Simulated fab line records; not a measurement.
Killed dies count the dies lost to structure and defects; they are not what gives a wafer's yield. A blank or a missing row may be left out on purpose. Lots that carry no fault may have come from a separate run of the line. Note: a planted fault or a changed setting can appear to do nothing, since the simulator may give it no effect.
Struck lot and sound lot, side by side | flow berkeley cmos170 | 24 steps out of a route of 331
Sound: wafers L239.1, L239.3, L239.5. Wafers L260.3, L260.5, L260.6 were the ones struck. At the end, the cause is stated.
At each step with rows: each side's tool, then ch and its chambers, then its first start. Under that, the readings that differ: sound wafers | struck wafers | difference of the means | sigmas: that difference in standard deviations of wafers without a fault.
alike: words and numbers the same on both sides, and readings whose means are apart by under 2 such deviations; not compared: readings that were withheld, readings missing a value for some wafer, numbers with overlapping values and no deviation given by the record, and bounds like >300 which may hide the same value.
The two part at a step that has a row with sigmas, a row that says differs or no value, or rows on one side only. When numbers do not overlap yet have no deviation, they are printed without sigmas and do not part them. Lack of a reading on every wafer of one side parts them only where that side has two or more wafers.

UCB170_NWELL_ETCH_13: etches Si3N4 in CH3F/Ar/O2, stops on SiO2, target depth 246.4 nm, time 154 s.
  sound on rie diel-01 ch 1,2,3, day 2 17:11; struck on rie diel-02 ch 0,1,3, day 6 20:11
  alike: drypump motor current A, oes product au, throttle valve pct
  not compared: rf hours counter h
after that, 1 step had no rows for these wafers: UCB170_NWELL_IMPLANT_14.
UCB170_NWELL_STRIP_15: strips in O2.
  sound on plasma asher-03 ch 0,1, day 2 17:26; struck on plasma asher-04 ch 0,1, day 6 20:28
  alike: drypump motor current A, oes product au, strip time to endpoint s
  not compared: rf hours counter h
UCB170_NWELL_TW_MEAS_16:
  sound on film metro-01, day 2 17:32; struck on film metro-04, day 6 20:40
  alike: NWELL_TW
then, 6 steps without rows for these wafers: UCB170_NWELL_CLEAN_17 (cleans in SPM, time 600 s); UCB170_NWELL_WET_ETCH_18 (etches Si3N4 in H3PO4, time 14400 s); UCB170_NWELL_WET_ETCH_19 (etches SiO2 in BOE, time 22 s); UCB170_PWELL_CLEAN_00 (cleans in SPM, time 600 s); UCB170_PWELL_CLEAN_01 (cleans in dHF, time 60 s); UCB170_PWELL_OXIDATION_02 (target thk 26.4 nm, ox time 1260 s).
UCB170_PWELL_THK_MEAS_03:
  sound on film metro-04, day 3 01:26; struck on film metro-03, day 7 07:31
  alike: PWELL_OXIDE_THK
then, 1 step without rows for these wafers: UCB170_PWELL_ANNEAL_04 (time 900 s).
UCB170_PWELL_CVD_05: deposits Si3N4 from SiH2Cl2/NH3, target thk 220 nm, time 3300 s.
  sound on lpcvd-01 ch 1, day 3 05:17; struck on lpcvd-02 ch 0, day 7 09:52
  reading                                 | sound             | struck            | difference | sigmas
  zone power source pct (%)               | 19.5 19.0 18.9    | 24.3 24.7 24.7    | +5.4       | +3
  model.Si3N4_of_PWELL_CVD_05.thk nm (nm) | 217.9 218.7 219.1 | 182.4 182.5 183.8 | -35.7      |
  alike: nh3 flow sccm, pressure mtorr
UCB170_PWELL_THK_MEAS_06:
  sound on film metro-01, day 3 07:13; struck on film metro-03, day 7 12:46
  reading                | sound             | struck            | difference | sigmas
  PWELL_NITRIDE_THK (nm) | 218.0 218.8 218.8 | 182.5 182.5 184.0 | -35.5      | -14
then, 6 steps without rows for these wafers: UCB170_PWELL_HMDS_07 (prime time 60 s); UCB170_PWELL_COAT_08 (resist thk 900 nm); UCB170_PWELL_SOFTBAKE_09 (time 60 s); UCB170_PWELL_EXPOSE_10 (exposes mask PWELL, target cd 3000 nm); UCB170_PWELL_PEB_11; UCB170_PWELL_DEVELOP_12 (develop time 45 s).
UCB170_PWELL_OVL_MEAS_13:
  sound on overlay-01, day 3 09:10; struck on overlay-01, day 7 13:59
  alike: PWELL_OVL
UCB170_PWELL_ETCH_14: etches Si3N4 in CH3F/Ar/O2, stops on SiO2, target depth 242 nm, time 151 s.
  sound on rie diel-03 ch 2,3, day 3 09:13; struck on rie diel-03 ch 0,1, day 7 14:01
  reading                  | sound             | struck            | difference | sigmas
  oes product au (a.u.)    | 0.946 0.929 0.929 | 0.846 0.855 0.852 | -0.084     | -6
  model.etch.depth nm (nm) | 217.9 218.7 219.1 | 182.4 182.5 183.8 | -35.7      |
  alike: drypump motor current A, throttle valve pct
  not compared: rf hours counter h
after that, 1 step had no rows for these wafers: UCB170_PWELL_IMPLANT_15.
UCB170_M3_PROBE_99:
  rows exist in the record for the sound wafers here (prober-02, day 7 19:46), none for the struck ones

## WHERE THEY PART
Earliest at UCB170_PWELL_CVD_05; latest, in this record, at UCB170_M3_PROBE_99.

WHY: whatever the simulator had introduced
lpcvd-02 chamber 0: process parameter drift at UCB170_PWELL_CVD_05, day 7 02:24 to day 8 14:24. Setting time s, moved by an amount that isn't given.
